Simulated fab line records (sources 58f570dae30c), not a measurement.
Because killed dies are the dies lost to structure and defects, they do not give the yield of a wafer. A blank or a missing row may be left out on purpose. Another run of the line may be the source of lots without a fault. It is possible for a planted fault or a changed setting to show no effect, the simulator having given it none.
What tool caused it? / flow berkeleyCmos170 / 13 lots with 39 wafers sampled at 5 steps, on a route of 331 steps

WHAT EACH GAUGE READ, for each wafer
UCB170_M2_CD_MEAS_90: target cd 700 nm.
lot=L168; measured=day 7 10:38; on=cdSem-02; cdNm (nm)=702.9 700.6 698.5
lot=L170; measured=day 7 21:43; on=cdSem-01; cdNm (nm)=698.0 697.8 699.4
lot=L171; measured=day 8 06:13; on=cdSem-01; cdNm (nm)=699.0 700.1 700.6
lot=L172; measured=day 8 06:20; on=cdSem-02; cdNm (nm)=699.7 701.7 701.0
lot=L173; measured=day 8 17:11; on=cdSem-01; cdNm (nm)=703.4 701.9 705.5
lot=L174; measured=day 8 19:58; on=cdSem-01; cdNm (nm)=694.0 695.1 696.3
lot=L175; measured=day 9 06:55; on=cdSem-01; cdNm (nm)=704.7 701.9 703.1
lot=L176; measured=day 9 06:43; on=cdSem-02; cdNm (nm)=699.9 702.4 697.4
lot=L177; measured=day 9 07:11; on=cdSem-02; cdNm (nm)=698.4 697.3 697.0
lot=L183; measured=day 10 23:30; on=cdSem-02; cdNm (nm)=696.1 696.8 697.7
lot=L186; measured=day 11 02:25; on=cdSem-02; cdNm (nm)=700.0 701.2 699.1
lot=L188; measured=day 11 19:16; on=cdSem-02; cdNm (nm)=698.0 694.9 700.1
lot=L191; measured=day 12 10:26; on=cdSem-02; cdNm (nm)=697.7 698.4 697.8

UCB170_M3_BOW_MEAS_20.
lot=L168; measured=day 7 16:02; on=filmMetro-02; M3_BOW (um)=40 38 27
lot=L170; measured=day 8 03:25; on=filmMetro-02; M3_BOW (um)=16 24 26
lot=L171; measured=day 8 13:01; on=filmMetro-03; M3_BOW (um)=42 37 40
lot=L172; measured=day 8 12:41; on=filmMetro-02; M3_BOW (um)=33 36 34
lot=L173; measured=day 8 22:18; on=filmMetro-01; M3_BOW (um)=33 31 33
lot=L174; measured=day 9 01:47; on=filmMetro-02; M3_BOW (um)=38 43 36
lot=L175; measured=day 9 13:17; on=filmMetro-03; M3_BOW (um)=29 33 26
lot=L176; measured=day 9 12:41; on=filmMetro-01; M3_BOW (um)=32 29 40
lot=L177; measured=day 9 13:37; on=filmMetro-01; M3_BOW (um)=39 29 35
lot=L183; measured=day 11 05:04; on=filmMetro-03; M3_BOW (um)=22 34 46
lot=L186; measured=day 11 09:43; on=filmMetro-03; M3_BOW (um)=25 36 38
lot=L188; measured=day 12 00:49; on=filmMetro-03; M3_BOW (um)=35 23 36
lot=L191; measured=day 12 15:43; on=filmMetro-03; M3_BOW (um)=50 37 26

WHICH TOOL RAN EACH LOT (tool, then ch and the chambers of the sampled wafers, then the start)
lot=L168; UCB170_NWELL_ETCH_13=rieDiel-04 ch 0,1, day 2 04:13; UCB170_NWELL_STRIP_15=plasmaAsher-02 ch 0,1, day 2 04:28; UCB170_M3_STRIP_07=plasmaAsher-01 ch 0,1, day 7 14:17
lot=L170; UCB170_NWELL_ETCH_13=rieDiel-03 ch 0,2,3, day 2 15:43; UCB170_NWELL_STRIP_15=plasmaAsher-02 ch 0,1, day 2 16:00; UCB170_M3_STRIP_07=plasmaAsher-01 ch 0,1, day 8 01:03
lot=L171; UCB170_NWELL_ETCH_13=rieDiel-01 ch 0,1,3, day 2 19:31; UCB170_NWELL_STRIP_15=plasmaAsher-04 ch 0,1, day 2 19:48; UCB170_M3_STRIP_07=plasmaAsher-03 ch 0,1, day 8 10:36
lot=L172; UCB170_NWELL_ETCH_13=rieDiel-03 ch 2,3, day 3 01:22; UCB170_NWELL_STRIP_15=plasmaAsher-01 ch 0, day 3 01:37; UCB170_M3_STRIP_07=plasmaAsher-02 ch 0,1, day 8 10:24
lot=L173; UCB170_NWELL_ETCH_13=rieDiel-01 ch 0,1,2, day 3 06:29; UCB170_NWELL_STRIP_15=plasmaAsher-02 ch 0,1, day 3 06:44; UCB170_M3_STRIP_07=plasmaAsher-03 ch 0,1, day 8 20:25
lot=L174; UCB170_NWELL_ETCH_13=rieDiel-01 ch 1,2, day 3 15:27; UCB170_NWELL_STRIP_15=plasmaAsher-02 ch 0,1, day 3 15:42; UCB170_M3_STRIP_07=plasmaAsher-02 ch 0,1, day 8 23:44
lot=L175; UCB170_NWELL_ETCH_13=rieDiel-01 ch 0,1, day 4 00:02; UCB170_NWELL_STRIP_15=plasmaAsher-01 ch 0,1, day 4 00:17; UCB170_M3_STRIP_07=plasmaAsher-01 ch 0,1, day 9 10:28
lot=L176; UCB170_NWELL_ETCH_13=rieDiel-03 ch 2,3, day 4 04:47; UCB170_NWELL_STRIP_15=plasmaAsher-02 ch 0,1, day 4 05:02; UCB170_M3_STRIP_07=plasmaAsher-03 ch 0,1, day 9 09:52
lot=L177; UCB170_NWELL_ETCH_13=rieDiel-01 ch 0,2,3, day 4 06:46; UCB170_NWELL_STRIP_15=plasmaAsher-04 ch 0,1, day 4 07:01; UCB170_M3_STRIP_07=plasmaAsher-03 ch 0,1, day 9 10:55
lot=L183; UCB170_NWELL_ETCH_13=rieDiel-04 ch 0,1,3, day 5 13:23; UCB170_NWELL_STRIP_15=plasmaAsher-04 ch 0,1, day 5 13:38; UCB170_M3_STRIP_07=plasmaAsher-03 ch 0,1, day 11 02:47
lot=L186; UCB170_NWELL_ETCH_13=rieDiel-01 ch 0,1,3, day 6 08:10; UCB170_NWELL_STRIP_15=plasmaAsher-01 ch 0,1, day 6 08:25; UCB170_M3_STRIP_07=plasmaAsher-02 ch 0,1, day 11 07:09
lot=L188; UCB170_NWELL_ETCH_13=rieDiel-01 ch 1,3, day 6 15:36; UCB170_NWELL_STRIP_15=plasmaAsher-01 ch 0,1, day 6 15:51; UCB170_M3_STRIP_07=plasmaAsher-01 ch 0,1, day 11 22:37
lot=L191; UCB170_NWELL_ETCH_13=rieDiel-01 ch 2,3, day 7 05:16; UCB170_NWELL_STRIP_15=plasmaAsher-02 ch 0,1, day 7 05:32; UCB170_M3_STRIP_07=plasmaAsher-01 ch 0,1, day 12 13:56
- UCB170_NWELL_ETCH_13: etches Si3N4 in CH3F/Ar/O2, stops on SiO2, target depth 246.4 nm, time 154 s.
- UCB170_NWELL_STRIP_15: strips in O2.
- UCB170_M3_STRIP_07: strips in O2.

WHAT THE TOOLS THEMSELVES READ (means of the sampled wafers that have a number; where no wafer has one, the mark that the record gives instead)
UCB170_NWELL_ETCH_13.
lot=L168; tool=rieDiel-04; CH3F_flow_sccm (sccm)=19.95; chamberPressureMTorr (mTorr)=49.98; drypumpMotorCurrentA (A)=5.1; oesProductAu (a.u.)=0.932; throttleValvePct (%)=8.03
lot=L170; tool=rieDiel-03; CH3F_flow_sccm (sccm)=19.97; chamberPressureMTorr (mTorr)=49.99; drypumpMotorCurrentA (A)=5.8; oesProductAu (a.u.)=0.921; throttleValvePct (%)=7.94
lot=L171; tool=rieDiel-01; CH3F_flow_sccm (sccm)=19.98; chamberPressureMTorr (mTorr)=50.01; drypumpMotorCurrentA (A)=5.6; oesProductAu (a.u.)=0.932; throttleValvePct (%)=7.97
lot=L172; tool=rieDiel-03; CH3F_flow_sccm (sccm)=20.03; chamberPressureMTorr (mTorr)=49.99; drypumpMotorCurrentA (A)=6.1; oesProductAu (a.u.)=0.917; throttleValvePct (%)=7.93
lot=L173; tool=rieDiel-01; CH3F_flow_sccm (sccm)=19.98; chamberPressureMTorr (mTorr)=49.97; drypumpMotorCurrentA (A)=5.3; oesProductAu (a.u.)=0.934; throttleValvePct (%)=8.09
lot=L174; tool=rieDiel-01; CH3F_flow_sccm (sccm)=19.94; chamberPressureMTorr (mTorr)=49.98; drypumpMotorCurrentA (A)=5.1; oesProductAu (a.u.)=0.922; throttleValvePct (%)=8.08
lot=L175; tool=rieDiel-01; CH3F_flow_sccm (sccm)=20.04; chamberPressureMTorr (mTorr)=50.02; drypumpMotorCurrentA (A)=5.4; oesProductAu (a.u.)=0.931; throttleValvePct (%)=8.07
lot=L176; tool=rieDiel-03; CH3F_flow_sccm (sccm)=19.93; chamberPressureMTorr (mTorr)=49.97; drypumpMotorCurrentA (A)=6.1; oesProductAu (a.u.)=0.924; throttleValvePct (%)=7.94
lot=L177; tool=rieDiel-01; CH3F_flow_sccm (sccm)=20.06; chamberPressureMTorr (mTorr)=49.98; drypumpMotorCurrentA (A)=5.5; oesProductAu (a.u.)=0.938; throttleValvePct (%)=7.98
lot=L183; tool=rieDiel-04; CH3F_flow_sccm (sccm)=19.97; chamberPressureMTorr (mTorr)=50.01; drypumpMotorCurrentA (A)=5.1; oesProductAu (a.u.)=0.933; throttleValvePct (%)=8.06
lot=L186; tool=rieDiel-01; CH3F_flow_sccm (sccm)=19.98; chamberPressureMTorr (mTorr)=50.01; drypumpMotorCurrentA (A)=5.6; oesProductAu (a.u.)=0.936; throttleValvePct (%)=7.99
lot=L188; tool=rieDiel-01; CH3F_flow_sccm (sccm)=20.08; chamberPressureMTorr (mTorr)=49.99; drypumpMotorCurrentA (A)=5.5; oesProductAu (a.u.)=0.936; throttleValvePct (%)=7.88
lot=L191; tool=rieDiel-01; CH3F_flow_sccm (sccm)=19.98; chamberPressureMTorr (mTorr)=49.95; drypumpMotorCurrentA (A)=5.2; oesProductAu (a.u.)=0.921; throttleValvePct (%)=7.99

UCB170_NWELL_STRIP_15.
lot=L168; tool=plasmaAsher-02; chamberPressureMTorr (mTorr)=3500; drypumpMotorCurrentA (A)=5.3; oesProductAu (a.u.)=0.716; stripTimeToEndpointS (s)=18.05
lot=L170; tool=plasmaAsher-02; chamberPressureMTorr (mTorr)=3503; drypumpMotorCurrentA (A)=5.3; oesProductAu (a.u.)=0.723; stripTimeToEndpointS (s)=18.10
lot=L171; tool=plasmaAsher-04; chamberPressureMTorr (mTorr)=3500; drypumpMotorCurrentA (A)=6.2; oesProductAu (a.u.)=0.718; stripTimeToEndpointS (s)=17.96
lot=L172; tool=plasmaAsher-01; chamberPressureMTorr (mTorr)=3498; drypumpMotorCurrentA (A)=5.8; oesProductAu (a.u.)=0.723; stripTimeToEndpointS (s)=18.07
lot=L173; tool=plasmaAsher-02; chamberPressureMTorr (mTorr)=3502; drypumpMotorCurrentA (A)=5.3; oesProductAu (a.u.)=0.718; stripTimeToEndpointS (s)=18.09
lot=L174; tool=plasmaAsher-02; chamberPressureMTorr (mTorr)=3501; drypumpMotorCurrentA (A)=5.2; oesProductAu (a.u.)=0.723; stripTimeToEndpointS (s)=18.08
lot=L175; tool=plasmaAsher-01; chamberPressureMTorr (mTorr)=3499; drypumpMotorCurrentA (A)=5.2; oesProductAu (a.u.)=0.718; stripTimeToEndpointS (s)=18.00
lot=L176; tool=plasmaAsher-02; chamberPressureMTorr (mTorr)=3500; drypumpMotorCurrentA (A)=5.3; oesProductAu (a.u.)=0.720; stripTimeToEndpointS (s)=18.07
lot=L177; tool=plasmaAsher-04; chamberPressureMTorr (mTorr)=3499; drypumpMotorCurrentA (A)=6.1; oesProductAu (a.u.)=0.721; stripTimeToEndpointS (s)=18.10
lot=L183; tool=plasmaAsher-04; chamberPressureMTorr (mTorr)=3502; drypumpMotorCurrentA (A)=6.2; oesProductAu (a.u.)=0.721; stripTimeToEndpointS (s)=17.04
lot=L186; tool=plasmaAsher-01; chamberPressureMTorr (mTorr)=3502; drypumpMotorCurrentA (A)=5.2; oesProductAu (a.u.)=0.720; stripTimeToEndpointS (s)=18.03
lot=L188; tool=plasmaAsher-01; chamberPressureMTorr (mTorr)=3500; drypumpMotorCurrentA (A)=5.5; oesProductAu (a.u.)=0.722; stripTimeToEndpointS (s)=18.02
lot=L191; tool=plasmaAsher-02; chamberPressureMTorr (mTorr)=3501; drypumpMotorCurrentA (A)=5.3; oesProductAu (a.u.)=0.720; stripTimeToEndpointS (s)=18.01

UCB170_M3_STRIP_07.
lot=L168; tool=plasmaAsher-01; chamberPressureMTorr (mTorr)=3500; drypumpMotorCurrentA (A)=5.2; oesProductAu (a.u.)=0.735; stripTimeToEndpointS (s)=21.92
lot=L170; tool=plasmaAsher-01; chamberPressureMTorr (mTorr)=3498; drypumpMotorCurrentA (A)=5.2; oesProductAu (a.u.)=0.733; stripTimeToEndpointS (s)=21.96
lot=L171; tool=plasmaAsher-03; chamberPressureMTorr (mTorr)=3501; drypumpMotorCurrentA (A)=5.4; oesProductAu (a.u.)=0.733; stripTimeToEndpointS (s)=21.95
lot=L172; tool=plasmaAsher-02; chamberPressureMTorr (mTorr)=3497; drypumpMotorCurrentA (A)=5.3; oesProductAu (a.u.)=0.733; stripTimeToEndpointS (s)=21.93
lot=L173; tool=plasmaAsher-03; chamberPressureMTorr (mTorr)=3498; drypumpMotorCurrentA (A)=5.7; oesProductAu (a.u.)=0.735; stripTimeToEndpointS (s)=21.94
lot=L174; tool=plasmaAsher-02; chamberPressureMTorr (mTorr)=3497; drypumpMotorCurrentA (A)=5.3; oesProductAu (a.u.)=0.734; stripTimeToEndpointS (s)=22.03
lot=L175; tool=plasmaAsher-01; chamberPressureMTorr (mTorr)=3499; drypumpMotorCurrentA (A)=5.2; oesProductAu (a.u.)=0.726; stripTimeToEndpointS (s)=22.02
lot=L176; tool=plasmaAsher-03; chamberPressureMTorr (mTorr)=3502; drypumpMotorCurrentA (A)=5.7; oesProductAu (a.u.)=0.735; stripTimeToEndpointS (s)=21.91
lot=L177; tool=plasmaAsher-03; chamberPressureMTorr (mTorr)=3499; drypumpMotorCurrentA (A)=5.7; oesProductAu (a.u.)=0.736; stripTimeToEndpointS (s)=21.96
lot=L183; tool=plasmaAsher-03; chamberPressureMTorr (mTorr)=3501; drypumpMotorCurrentA (A)=5.4; oesProductAu (a.u.)=0.731; stripTimeToEndpointS (s)=22.00
lot=L186; tool=plasmaAsher-02; chamberPressureMTorr (mTorr)=3500; drypumpMotorCurrentA (A)=5.3; oesProductAu (a.u.)=0.732; stripTimeToEndpointS (s)=21.88
lot=L188; tool=plasmaAsher-01; chamberPressureMTorr (mTorr)=3504; drypumpMotorCurrentA (A)=5.2; oesProductAu (a.u.)=0.732; stripTimeToEndpointS (s)=21.97
lot=L191; tool=plasmaAsher-01; chamberPressureMTorr (mTorr)=3502; drypumpMotorCurrentA (A)=5.5; oesProductAu (a.u.)=0.733; stripTimeToEndpointS (s)=21.99

THE ANSWER, worked out from the rows above alone
Rule: the lots themselves supply what counts as usual. The widest of any qualifying gaps counts: lots, ordered by their means at a reading, are off when they make up no more than a third of the lots, leave a main group of 4 or more, and stand apart from it by 3 or more times the standard deviation of that group's means. If all means in a main group match to the digits the tables above print for the reading, that group is not used. A lot without any number at a reading at which 4 lots or more have one is off too. Where the step has rows for the other lots, those lots are counted as sound. After the gauges, taken in route order, come the tools' own readings; for these a lot's mean is taken, as printed above. At the first step where some lot is off, the reading lying furthest off is the one used; lots without a number count as furthest.
Off: L183 (UCB170_NWELL_STRIP_15, stripTimeToEndpointS). Mean 18.05 s and standard deviation 0.043 in the main group.
A tool fits if, at that step or a process step before it, it ran every lot that is off, and no sound lot after the first of them. Can't be told from this: 2 tools fit, rieDiel-04 at UCB170_NWELL_ETCH_13, plasmaAsher-04 at UCB170_NWELL_STRIP_15.

WHAT WAS PUT IN BY THE SIMULATOR
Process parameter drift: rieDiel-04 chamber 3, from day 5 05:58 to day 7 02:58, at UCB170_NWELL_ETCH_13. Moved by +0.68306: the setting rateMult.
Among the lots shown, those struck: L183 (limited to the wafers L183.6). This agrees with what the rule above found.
